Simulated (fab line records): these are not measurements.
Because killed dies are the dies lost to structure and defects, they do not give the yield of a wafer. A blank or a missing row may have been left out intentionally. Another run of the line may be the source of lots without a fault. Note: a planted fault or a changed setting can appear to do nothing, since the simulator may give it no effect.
Check for tools in common    flow berkeley_cmos170    Sample size 14 lots and 42 wafers

== WHY IT WAS OPENED ==
2 of 14 lots carry a flag on the reading M3_AL_RS at UCB170_M3_RS_MEAS_02. Wafers without a fault read 0.0321 ohm/sq, standard deviation 0.00041.
Rule: a lot is flagged when every wafer of it that has a number lies more than 4 standard deviations from that mean, or none has a number. All remaining lots are regarded as sound.

lot   measured      on             M3_AL_RS (ohm/sq), wafer by wafer  flag
L884  day 8 13:47   film_metro-02  0.0326 0.0325 0.0323               
L883  day 8 14:22   film_metro-03  0.0317 0.0328 0.0325               
L885  day 8 18:12   film_metro-03  0.0328 0.0319 0.0322               
L889  day 9 04:20   film_metro-02  0.0320 0.0320 0.0318               
L886  day 9 04:49   film_metro-03  0.0315 0.0325 0.0327               
L888  day 9 05:01   film_metro-01  0.0329 0.0324 0.0328               
L887  day 9 05:20   film_metro-03  0.0322 0.0317 0.0317               
L891  day 9 12:35   film_metro-01  0.0327 0.0323 0.0319               
L892  day 9 20:16   film_metro-01  0.0322 0.0325 0.0322               
L893  day 10 17:41  film_metro-03  0.0451 0.0446 0.0438               FLAGGED
L894  day 10 23:05  film_metro-02  0.0324 0.0322 0.0316               
L895  day 10 23:21  film_metro-02  0.0432 0.0425 0.0437               FLAGGED
L905  day 12 18:05  film_metro-01  0.0321 0.0325 0.0324               
L904  day 12 18:55  film_metro-01  0.0316 0.0317 0.0320               
On average the flagged lots' numbers are 0.0438 ohm/sq, which is +0.0117 ohm/sq against the usual, or +29 standard deviations.

== LOT BY LOT: THE TOOL USED ==
The record keeps 1 process step preceding the reading, out of 331 steps on the route. In each cell: the tool, then ch and the chambers that the sampled wafers went through, then the start.
lot   flag     UCB170_M3_SPUTTER_01
L884           pvd_sputter-03, day 8 13:41
L883           pvd_sputter-02, day 8 14:17
L885           pvd_sputter-02, day 8 18:07
L889           pvd_sputter-01, day 9 04:15
L886           pvd_sputter-02, day 9 04:40
L888           pvd_sputter-03, day 9 04:56
L887           pvd_sputter-01, day 9 05:13
L891           pvd_sputter-03, day 9 12:31
L892           pvd_sputter-03, day 9 20:11
L893  FLAGGED  pvd_sputter-03, day 10 17:37
L894           pvd_sputter-02, day 10 22:59
L895  FLAGGED  pvd_sputter-03, day 10 23:16
L905           pvd_sputter-01, day 12 17:59
L904           pvd_sputter-01, day 12 18:47
What is done by these steps:
- UCB170_M3_SPUTTER_01: material Al, target thk 900 nm, time 120 s.
- UCB170_M3_RS_MEAS_02: measures by four-point-probe.

== FLAGGED OVER TOTAL, TOOL BY TOOL (the gauges that took the reading come last) ==
step                  tool            lots run  flagged  share of the flagged lots  sound lots run after its first flagged lot
UCB170_M3_SPUTTER_01  pvd_sputter-01  4         0        none                       -
UCB170_M3_SPUTTER_01  pvd_sputter-02  4         0        none                       -
UCB170_M3_SPUTTER_01  pvd_sputter-03  6         2        all                        0
UCB170_M3_RS_MEAS_02  film_metro-01   5         0        none                       -
UCB170_M3_RS_MEAS_02  film_metro-02   4         1        some                       0
UCB170_M3_RS_MEAS_02  film_metro-03   5         1        some                       0

== WHAT IS ALLOWED BY THE TABLE ==
All flagged lots share 1 row of the table, namely pvd_sputter-03 at UCB170_M3_SPUTTER_01.
- pvd_sputter-03 at UCB170_M3_SPUTTER_01 ran 6 lots, 2 of them flagged. A fault beginning between L892 (day 9 20:11), its last sound lot, and L893 (day 10 17:37), its first flagged one, fits the data.
One tool is left: pvd_sputter-03 at UCB170_M3_SPUTTER_01.

== WHAT THE SIMULATOR HAD INSERTED ==
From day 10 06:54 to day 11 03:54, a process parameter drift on pvd_sputter-03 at UCB170_M3_SPUTTER_01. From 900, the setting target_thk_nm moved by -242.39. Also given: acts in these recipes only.
Shown lots that were struck: L893, L895. The rule given above showed the same thing.
